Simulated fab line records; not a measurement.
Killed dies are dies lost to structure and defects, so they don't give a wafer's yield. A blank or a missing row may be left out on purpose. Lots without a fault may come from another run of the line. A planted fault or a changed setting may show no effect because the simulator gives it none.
The same fault as seen by 2 desks	flow berkeleyCmos170	only its own numbers are on each desk; what lay behind them is given at the end

## METROLOGY DESK
Means of the sampled wafers that have a number, per lot and without regard to the tool the lot ran on: this is what the gauges read. The brackets show how far a lot's mean lies from the usual mean; more than 4 standard deviations puts the lot out of limits, marked OUT.
Columns: A = INCOMING_BOW at UCB170_START_BOW_MEAS_00, usual 1 um; B = FIELD_OXIDE_LEFT_1_THK at UCB170_FIELD_THK_MEAS_90, usual 440 nm; C = SCREENOX_OXIDE_THK at UCB170_SCREENOX_THK_MEAS_02, usual 14.32 nm
lot	first seen here	A	B	C
L481	day 1 15:00	5	431	14.38
L482	day 1 20:00	5	431	14.31
L483	day 2 01:01	1	445	14.34
L485	day 2 11:00	-6	440	14.45
L486	day 2 16:02	-3	449	14.44
L487	day 2 21:00	-2	448	14.24
L488	day 3 02:00	4	442	14.56
L489	day 3 07:00	-3	449	13.85
L493	day 4 03:02	-2	439	14.57
L496	day 4 18:01	3	429	14.42
L497	day 4 23:00	1	445	14.53
L498	day 5 04:04	2	-	-
L499	day 5 09:02	1	-	-
L500	day 5 14:01	-2	-	-
L503	day 6 05:00	2	439	14.27
Finding of this desk: none of the 15 lots has anything out of limits.

## THE TOOL OWNER'S DESK: furnace-04
The tool's own readings at UCB170_ACTIVE_OXIDATION_02 (target thk 26.4 nm, ox time 1260 s): means of the sampled wafers that have a number, for each lot that ran on this tool. The brackets show how far a lot's mean lies from the usual mean; more than 4 standard deviations puts the lot out of limits, marked OUT.
Columns: A = oxTempC at UCB170_ACTIVE_OXIDATION_02, usual 1000.0 C; B = oxTempCMax at UCB170_ACTIVE_OXIDATION_02, usual 1003.4; C = zonePowerCentrePct at UCB170_ACTIVE_OXIDATION_02, usual 52.9 %
lot	first seen here	A	B	C
L483	day 4 17:43	1000.1	1004.3	53.4
L485	day 4 20:34	1000.3	1004.9	54.0
L486	day 4 20:34	999.8	1003.6	53.4
L487	day 5 07:12	1000.3	1003.5	54.1
L488	day 5 14:48	1000.0	1003.7	53.4
L489	day 5 21:19	999.8	1002.8	53.3
L496	day 6 15:02	1000.4	1003.5	53.5
L503	day 8 17:46	999.9	1003.3	53.5
Finding of this desk: none of the 8 lots has anything out of limits.

## ALL TOGETHER
Metrology desk: nothing out of limits seen.
The tool owner's desk saw nothing out of limits.

## WHAT WAS PUT IN BY THE SIMULATOR
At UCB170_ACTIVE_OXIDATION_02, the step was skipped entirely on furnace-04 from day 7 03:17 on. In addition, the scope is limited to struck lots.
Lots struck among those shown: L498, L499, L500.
